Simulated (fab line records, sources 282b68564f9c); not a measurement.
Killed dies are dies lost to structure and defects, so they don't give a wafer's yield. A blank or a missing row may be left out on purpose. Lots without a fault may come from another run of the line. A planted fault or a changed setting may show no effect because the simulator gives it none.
fab line records | flow rit_cmos
record lots=6 wafers=18 last_day=7
route steps=202 shown NRETRO@60 PRETRO@64 M1@202
lots that met no fault: from a run of the same line without faults
start_h: hours from the record's first day to the start of the lot's first wafer shown | wait_h: hours since the lot's step before | " the same as in the row above | L1.1+2: a row that stands for several wafers | - no value, or no start given | * or withheld: withheld | < > ~ a bound
route shown NAME@n: a module of which the file shows steps, and the number in the route of the first | usual: mean/standard deviation of fault-free wafers | same: alike in all rows | chamber/n: place in a boat | sites: the reading at each site | _std_site: their standard deviation | _edge_site: outer sites' mean less inner sites' | radius_mm: how far each site lies from the wafer's centre | mask NAME#n: copy n | behind: the tool/chamber that last shaped the wafer | hold: why the lot was held/for how many hours/how that ended | device: the transistor (n, p or np) that didn't switch | end of line: the same wafers' tests at the end of the route | a step without rows: its recipe alone | killed: dies lost to structure and defects at the first sort, not the wafer's yield | map: a wafer's dies, x killed, . not, _ none there
set.NAME: the setting as run; set.NAME@STEP: as run at that earlier step | model.NAME: the simulator's own value behind a step, which no gauge read
lots at some steps of the route; a table a step, a row a wafer
services: from which hour (start_h, from the record's first day; less than 0 if before it) a tool's chamber was out of use, for how many hours, and why
## steps
# step RIT_NRETRO_HARDBAKE_07
# recipe resist=NOVOLAK temp_c=140 time_s=120
# step RIT_NRETRO_IMPLANT_08
# recipe species=P energy_kev=70 dose_cm2=1e+13 tilt_deg=7
# step RIT_NRETRO_STRIP_09
# recipe chemistry=O2 time_s=180 resist=NOVOLAK platen_temp_c=withheld power_w=500 pressure_mtorr=4000 o2_flow_sccm=4000
# usual drypump_motor_current_A=5.5/0.53
# same time_s=180
# columns lot.wafer tool chamber start_h wait_h drypump_motor_current_A rf_hours_counter_h
L335.1 plasma_asher-01 1 51.07 0.1 6.0 39
L335.2 " 0 " " 4.7 39
L335.5 " 1 " " 6.0 -
L340.4 plasma_asher-04 0 78.72 0.1 5.4 -
L340.5 " 0 " " 5.5 -
L340.6 " 1 " " 6.1 -
L341.3 plasma_asher-04 1 86.45 0.1 6.0 -
L341.5 " 1 " " 6.0 -
L341.6 " 0 " " 5.5 -
L342.2 plasma_asher-01 0 87.03 0.1 4.7 43
L342.3 " 0 " " 4.7 -
L342.6 " 0 " " 4.7 -
L346.3 plasma_asher-02 1 106.07 0.1 6.0 -
L346.5 " 0 " " 5.0 -
L346.6 " 1 " " 6.0 -
L353.1 plasma_asher-01 0 139.78 0.1 4.6 51
L353.5 " 1 " " 6.0 -
L353.6 " 0 " " 4.6 -
# step RIT_NRETRO_TW_MEAS_10
# usual NRETRO_TW=1034/10
# columns lot.wafer tool chamber start_h wait_h NRETRO_TW
L335.1 film_metro-02 - 51.24 0.1 1023
L335.2 " - " " 1024
L335.5 " - " " 1022
L340.4 film_metro-02 - 78.86 0.1 1027
L340.5 " - " " 1023
L340.6 " - " " 1026
L341.3 film_metro-02 - 86.59 0.1 1028
L341.5 " - " " 1030
L341.6 " - " " 1029
L342.2 film_metro-03 - 87.22 0.1 1018
L342.3 " - " " 1017
L342.6 " - " " 1015
L346.3 film_metro-02 - 106.21 0.1 1033
L346.5 " - " " 1037
L346.6 " - " " 1035
L353.1 film_metro-03 - 139.96 0.1 1029
L353.5 " - " " 1032
L353.6 " - " " 1028
# step RIT_PRETRO_HMDS_00
# recipe prime_time_s=60 prime_temp_c=140
# step RIT_PRETRO_COAT_01
# recipe resist=NOVOLAK spin_rpm=2000 resist_thk_nm=1300
# step RIT_PRETRO_SOFTBAKE_02
# recipe resist=NOVOLAK temp_c=90 time_s=60
# step RIT_PRETRO_EXPOSE_03
# recipe mask_id=M5 na=0.57 target_cd_nm=43700 dose_mj=250
# step RIT_PRETRO_PEB_04
# recipe resist=NOVOLAK temp_c=withheld time_s=withheld
# step RIT_PRETRO_DEVELOP_05
# recipe resist=NOVOLAK develop_time_s=68 dev_temp_c=23
# step RIT_PRETRO_OVL_MEAS_06
# usual PRETRO_OVL=-0.1/1.4
# columns lot.wafer tool chamber start_h wait_h PRETRO_OVL[nm]
L335.1 overlay-01 - 52.42 - 1.9
L335.2 " - " " 2.6
L335.5 " - " " 1.2
L340.4 overlay-01 - 79.94 - -2.8
L340.5 " - " " -2.6
L340.6 " - " " -0.3
L341.3 overlay-02 - 87.64 - -0.3
L341.5 " - " " -0.5
L341.6 " - " " -0.7
L342.2 overlay-01 - 88.28 - 0.4
L342.3 " - " " 0.7
L342.6 " - " " 0.3
L346.3 overlay-01 - 107.14 - 2.0
L346.5 " - " " 1.1
L346.6 " - " " 3.1
L353.1 overlay-02 - 141.21 - 0.0
L353.5 " - " " 0.1
L353.6 " - " " -1.5
# step RIT_PRETRO_HARDBAKE_07
# recipe resist=NOVOLAK temp_c=140 time_s=120
# step RIT_PRETRO_IMPLANT_08
# recipe species=B energy_kev=45 dose_cm2=1.2e+13 tilt_deg=7
# usual beam_on_s=10.02/0.2 tilt_deg=6.995/0.018
# columns lot.wafer tool chamber start_h wait_h beam_on_s tilt_deg
L335.1 implanter-02 0 52.70 0.2 10.03 6.986
L335.2 " 0 " " 9.95 7.006
L335.5 " 0 " " 9.97 7.022
L340.4 implanter-03 0 80.29 0.2 10.25 7.005
L340.5 " 0 " " 9.99 6.996
L340.6 " 0 " " 9.98 6.989
L341.3 implanter-03 0 87.97 0.2 10.47 6.987
L341.5 " 0 " " 9.65 6.993
L341.6 " 0 " " 9.68 6.999
L342.2 implanter-02 0 88.59 0.2 10.38 6.231
L342.3 " 0 " " 10.03 6.248
L342.6 " 0 " " 9.97 6.247
L346.3 implanter-02 0 107.48 0.2 10.19 6.277
L346.5 " 0 " " 10.04 6.250
L346.6 " 0 " " 10.20 6.262
L353.1 implanter-03 0 141.50 0.2 9.92 6.989
L353.5 " 0 " " 9.81 6.992
L353.6 " 0 " " 10.24 7.002
# step RIT_PRETRO_STRIP_09
# recipe chemistry=O2 time_s=180 resist=NOVOLAK platen_temp_c=withheld power_w=500 pressure_mtorr=4000 o2_flow_sccm=4000
# usual drypump_motor_current_A=5.6/0.42
# same time_s=180
# columns lot.wafer tool chamber start_h wait_h drypump_motor_current_A rf_hours_counter_h
L335.1 plasma_asher-04 1 52.85 0.1 6.1 26
L335.2 " 0 " " 5.5 26
L335.5 " 1 " " 6.0 -
L340.4 plasma_asher-02 1 80.42 0.1 6.0 -
L340.5 " 0 " " 5.0 -
L340.6 " 1 " " 6.0 -
L341.3 plasma_asher-04 0 88.13 0.1 5.5 -
L341.5 " 1 " " 6.0 -
L341.6 " 0 " " 5.5 -
L342.2 plasma_asher-02 1 88.71 0.1 6.0 45
L342.3 " 0 " " 5.0 -
L342.6 " 0 " " 5.0 -
L346.3 plasma_asher-04 0 107.64 0.1 5.5 -
L346.5 " 0 " " 5.5 -
L346.6 " 1 " " 6.0 -
L353.1 plasma_asher-02 0 141.65 0.1 5.0 4
L353.5 " 1 " " 6.0 -
L353.6 " 0 " " 5.0 -
# step RIT_M1_PROBE_99
# usual killed_at_contacts=0.1/0.34 killed_at_front_end=7.0/2.9 killed_dies=7.2/2.9 killed_open=3.6/1.9 killed_short=3.5/2.1
# same gross_dies=264 killed_at_M0_to_M3=0 killed_at_M4_up=0 killed_at_back_side=0 killed_at_other=0
# columns lot.wafer tool chamber start_h wait_h killed_at_contacts killed_at_front_end killed_dies killed_open killed_short
L335.1 prober-01 - 81.88 0.1 0 4 4 2 2
L335.2 prober-01 - 81.93 0.1 0 5 5 3 2
L335.5 prober-01 - 82.08 0.2 0 12 12 6 6
L340.4 prober-02 - 112.64 0.2 0 5 5 4 1
L340.5 prober-02 - 112.69 0.2 1 8 9 4 5
L340.6 prober-02 - 112.74 0.2 0 1 1 1 0
L341.3 prober-02 - 114.09 0.2 0 3 3 1 2
L341.5 prober-02 - 114.19 0.2 0 6 6 3 2
L341.6 prober-02 - 114.24 0.2 0 7 7 4 3
L342.2 prober-02 - 117.56 0.1 0 4 4 1 3
L342.3 prober-02 - 117.61 0.2 0 7 7 4 3
L342.6 prober-02 - 117.76 0.2 0 7 7 4 3
L346.3 prober-02 - 134.32 0.2 0 2 2 1 1
L346.5 prober-02 - 134.42 0.2 0 10 10 7 3
L346.6 prober-02 - 134.47 0.2 0 8 8 3 5
L353.1 prober-01 - 169.36 0.1 0 9 9 7 2
L353.5 prober-01 - 169.56 0.2 0 7 7 4 3
L353.6 prober-01 - 169.61 0.2 1 7 8 4 3
# killed by level:class
L335.1 REOX:geometric_particle:short=2 REOX:geometric_particle:open=2
L335.2 FOX1:geometric_particle:short=2 GATE:geometric_particle:open=1 REOX:geometric_particle:open=1 SILICIDE:geometric_particle:open=1
L335.5 GATE:geometric_particle:open=5 GATE:geometric_particle:short=3 REOX:geometric_particle:short=2 SILICIDE:geometric_particle:open=1 SILICIDE:geometric_particle:short=1
L340.4 GATE:geometric_particle:open=2 FOX1:geometric_particle:open=1 FOX1:geometric_particle:short=1 SILICIDE:geometric_particle:open=1
L340.5 GATE:geometric_particle:short=2 REOX:geometric_particle:open=2 SPACER:geometric_particle:open=1 SPACER:geometric_particle:short=1 SILICIDE:geometric_particle:short=1 SILICIDE:geometric_particle:open=1 CONTACT:geometric_particle:short=1
L340.6 GATE:geometric_particle:open=1
L341.3 FOX1:geometric_particle:short=2 FOX2:geometric_particle:open=1
L341.5 FOX1:geometric_particle:short=2 FOX1:geometric_particle:open=2 GATE:geometric_particle:open=1 NWELL:coat_microbubble_printed=1
L341.6 FOX1:geometric_particle:open=2 FOX1:geometric_particle:short=2 FOX2:geometric_particle:short=1 GATE:geometric_particle:open=1 REOX:geometric_particle:open=1
L342.2 GATE:geometric_particle:short=2 GATE:geometric_particle:open=1 REOX:geometric_particle:short=1
L342.3 REOX:geometric_particle:open=2 SILICIDE:geometric_particle:short=2 FOX1:geometric_particle:short=1 GATE:geometric_particle:open=1 SILICIDE:geometric_particle:open=1
L342.6 GATE:geometric_particle:open=2 REOX:geometric_particle:open=2 SPACER:geometric_particle:short=2 GATE:geometric_particle:short=1
L346.3 SPACER:geometric_particle:open=1 SILICIDE:geometric_particle:short=1
L346.5 SPACER:geometric_particle:open=4 GATE:geometric_particle:open=3 GATE:geometric_particle:short=2 SPACER:geometric_particle:short=1
L346.6 GATE:geometric_particle:short=3 FOX2:geometric_particle:open=1 FOX2:geometric_particle:short=1 GATE:geometric_particle:open=1 SPACER:geometric_particle:short=1 SILICIDE:geometric_particle:open=1
L353.1 SILICIDE:geometric_particle:open=3 GATE:geometric_particle:open=2 GATE:geometric_particle:short=1 REOX:geometric_particle:open=1 SPACER:geometric_particle:short=1 SPACER:geometric_particle:open=1
L353.5 SILICIDE:geometric_particle:short=2 SILICIDE:geometric_particle:open=2 FOX1:geometric_particle:open=1 FOX2:geometric_particle:open=1 FOX2:geometric_particle:short=1
L353.6 GATE:geometric_particle:short=2 FOX1:geometric_particle:open=1 GATE:geometric_particle:open=1 SILICIDE:geometric_particle:short=1 SILICIDE:geometric_particle:open=1 CONTACT:geometric_particle:open=1 NWELL:coat_microbubble_printed=1
## services
# columns tool chamber start_h hours kind
implanter-02 - 59.75 6.0 repair
implanter-02 - 76.95 4.1 repair
plasma_asher-02 - 108.75 9.0 pm
plasma_asher-02 0 108.75 9.0 vent_cycle
plasma_asher-02 1 108.75 9.0 vent_cycle
plasma_asher-02 0 117.75 - clean
plasma_asher-02 1 117.75 - clean
implanter-03 - 128.68 3.1 repair
plasma_asher-04 - 138.04 2.8 pm
## key
first_sign step=RIT_PRETRO_IMPLANT_08 reading=tilt_deg direction=down sigmas=41 usual=6.995 struck=6.252
effect none on later readings
met_at RIT_PRETRO_IMPLANT_08
struck_wafers L342.2,L342.3,L342.6,L346.3,L346.5,L346.6
tester_left_out L342,L346
onset_between 52.70 88.59
fault kind=process_parameter_drift tool=implanter-02 chamber=- onset_h=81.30 steps=RIT_PRETRO_IMPLANT_08 channel=tilt_deg offset=-0.74186 shape=step end_h=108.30 acts_in=these_recipes_only stated=7
# tester_left_out: of these lots the tester's yield and bins aren't shown, on N5 and GAA mostly nor the transistor test; their killed dies are dies lost to structure and defects alone, not to doping, threshold or leakage, so they don't give the yield
